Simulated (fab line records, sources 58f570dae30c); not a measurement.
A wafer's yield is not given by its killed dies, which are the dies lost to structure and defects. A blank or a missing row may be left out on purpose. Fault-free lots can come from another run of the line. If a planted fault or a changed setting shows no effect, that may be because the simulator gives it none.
Problem report in the 8D (eight disciplines) form, filled by code + flow berkeley_cmos170 + the parts of the form that need people (team, actions taken, sign-off) are left out

## 1. PROBLEM STATEMENT
At UCB170_PLDD_DEVELOP_05, developer_temp_C averages 20.18 C over 6 wafers from 2 lots, while fault-free wafers read 21.02 C, standard deviation 0.1. That puts it -8.4 standard deviations away from the usual mean.
The step: develop time 45 s.
Seen first at day 9 23:00 on litho_track-02, wafer L591.2. Wafers with a number at this step in the record: 42, from 14 lots. Rule for "out" (also "out of limits"): further than 4 standard deviations from the usual mean. The other wafers with a number count as sound.

## 2. WHAT IT IS, WHAT IT ISN'T
| question                    | is                     | is not                                                                                 |
|-----------------------------|------------------------|----------------------------------------------------------------------------------------|
| which readings at this step | developer_temp_C       | -                                                                                      |
| which lots                  | L591, L592             | L580, L581, L583, L584, L585, L586, L588, L594, L598, L599, L600, L602                 |
| which wafers of those lots  | all that have a number | -                                                                                      |
| read on which tools         | litho_track-02         | litho_track-01, litho_track-03                                                         |
| when                        | from day 9 23:00       | up to then (24 sound wafers); but 12 sound wafers of L598, L599, L600, L602 came after |

## 3. SUSPECTS, AND WHAT RULES EACH OUT
Counting: a tool stays on the suspect list if, at a process step up to the reading, it processed all lots that are out and no sound lot following the first of them.
- litho_track-02 at UCB170_PLDD_DEVELOP_05 (develop time 45 s): kept. It processed each lot that is out, first L591 at day 9 23:00, and no sound lot thereafter; up to then, the last sound lot it processed was L585 at day 8 14:00. Out on those wafers are its own readings of developer_temp_C.
After counting, what remains is litho_track-02 at UCB170_PLDD_DEVELOP_05.

## 4. THE CAUSE (what the simulator had put in)
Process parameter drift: litho_track-02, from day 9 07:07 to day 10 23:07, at UCB170_PLDD_DEVELOP_05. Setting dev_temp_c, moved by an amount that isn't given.
The count eliminated every tool but this one.

## 5. SEQUENCE OF EFFECTS, ordered by route
Rows list readings where the struck wafers' mean (over those with a number) sits beyond 3 standard deviations from the usual. Scope: only readings with a usual standard deviation given in the record; hours: median across lots of the time from each lot's start at the first step in this table that gives one to its start at this step; sigmas: change in usual standard deviations.
| hours | step                   | reading          | usual   | on struck wafers | change | sigmas |
|-------|------------------------|------------------|---------|------------------|--------|--------|
| 0     | UCB170_PLDD_DEVELOP_05 | developer_temp_C | 21.02 C | 20.18            | -0.84  | -8.4   |
It contains these process steps:
- UCB170_PLDD_DEVELOP_05: develop time 45 s.
At these later measuring or inspecting steps, every struck wafer for which the step has a row has a number for every such reading, and none has moved that far: UCB170_NLDD_CD_MEAS_06.

## 6. WHAT WOULD HAVE CAUGHT IT SOONER
The fault began at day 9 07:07; the first out-of-limits reading in this record came at day 9 23:00, 16 hours later.
